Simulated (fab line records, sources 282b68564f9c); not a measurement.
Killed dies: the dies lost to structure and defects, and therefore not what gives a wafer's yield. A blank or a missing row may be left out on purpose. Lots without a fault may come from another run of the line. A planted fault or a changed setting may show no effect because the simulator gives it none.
What tool caused it? :: flow ritCmos :: 7 lots with 21 wafers sampled at 2 steps, on a route of 202 steps

WHAT EACH GAUGE READ, for each wafer
RIT_SILICIDE_RS_MEAS_02: the measuring method here is four-point-probe.
lot: L221
measured: day 3 12:42
on: filmMetro-02
SILICIDE_TI_RS (ohm/sq): 47.3 47.7 47.0

lot: L223
measured: day 3 23:43
on: filmMetro-01
SILICIDE_TI_RS (ohm/sq): 47.4 47.6 47.1

lot: L226
measured: day 4 13:52
on: filmMetro-02
SILICIDE_TI_RS (ohm/sq): 47.9 47.5 47.5

lot: L230
measured: day 5 10:23
on: filmMetro-02
SILICIDE_TI_RS (ohm/sq): 48.0 48.2 47.8

lot: L235
measured: day 6 11:04
on: filmMetro-01
SILICIDE_TI_RS (ohm/sq): 38.4 48.3 48.2

lot: L237
measured: day 6 21:20
on: filmMetro-02
SILICIDE_TI_RS (ohm/sq): 38.0 47.8 48.0

lot: L242
measured: day 7 22:11
on: filmMetro-02
SILICIDE_TI_RS (ohm/sq): 47.8 48.5 47.6

WHICH TOOL RAN EACH LOT (tool, then ch and the chambers of the sampled wafers, then the start)
lot: L221
RIT_SILICIDE_SPUTTER_01: pvdSputter-03, day 3 12:33

lot: L223
RIT_SILICIDE_SPUTTER_01: pvdSputter-03, day 3 23:34

lot: L226
RIT_SILICIDE_SPUTTER_01: pvdSputter-02, day 4 13:43

lot: L230
RIT_SILICIDE_SPUTTER_01: pvdSputter-02, day 5 10:13

lot: L235
RIT_SILICIDE_SPUTTER_01: pvdSputter-04, day 6 10:55

lot: L237
RIT_SILICIDE_SPUTTER_01: pvdSputter-04, day 6 21:10

lot: L242
RIT_SILICIDE_SPUTTER_01: pvdSputter-02, day 7 22:00
- RIT_SILICIDE_SPUTTER_01: material Ti, target thk 30 nm, time 240 s.

THE ANSWER, worked out from the rows above alone
Rule: the usual values come from the lots themselves. The widest of any qualifying gaps counts: lots, ordered by their means at a reading, are off when they make up no more than a third of the lots, leave a main group of 4 or more, and stand apart from it by 3 or more times the standard deviation of that group's means. If all means in a main group match to the digits the tables above print for the reading, that group is not used. Also off: a lot with no number at a reading for which 4 or more lots have one. All remaining lots with rows at the step are treated as sound.
Off: L235, L237, seen at RIT_SILICIDE_RS_MEAS_02 (SILICIDE_TI_RS). The main group has a mean of 47.7 ohm/sq with a standard deviation of 0.28.
If a tool, at a process step before that reading, ran all the lots that are off and no sound lot after the first of them, it fits. Gauges at RIT_SILICIDE_RS_MEAS_02: tried the same way as those tools. One fits: RIT_SILICIDE_SPUTTER_01 on pvdSputter-04. It ran no sound lot before its first lot that is off in this sample, so the start can't be narrowed down.

WHAT THE SIMULATOR PUT IN
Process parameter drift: pvdSputter-04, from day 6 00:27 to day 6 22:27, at RIT_SILICIDE_SPUTTER_01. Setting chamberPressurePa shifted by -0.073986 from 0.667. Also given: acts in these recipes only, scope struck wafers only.
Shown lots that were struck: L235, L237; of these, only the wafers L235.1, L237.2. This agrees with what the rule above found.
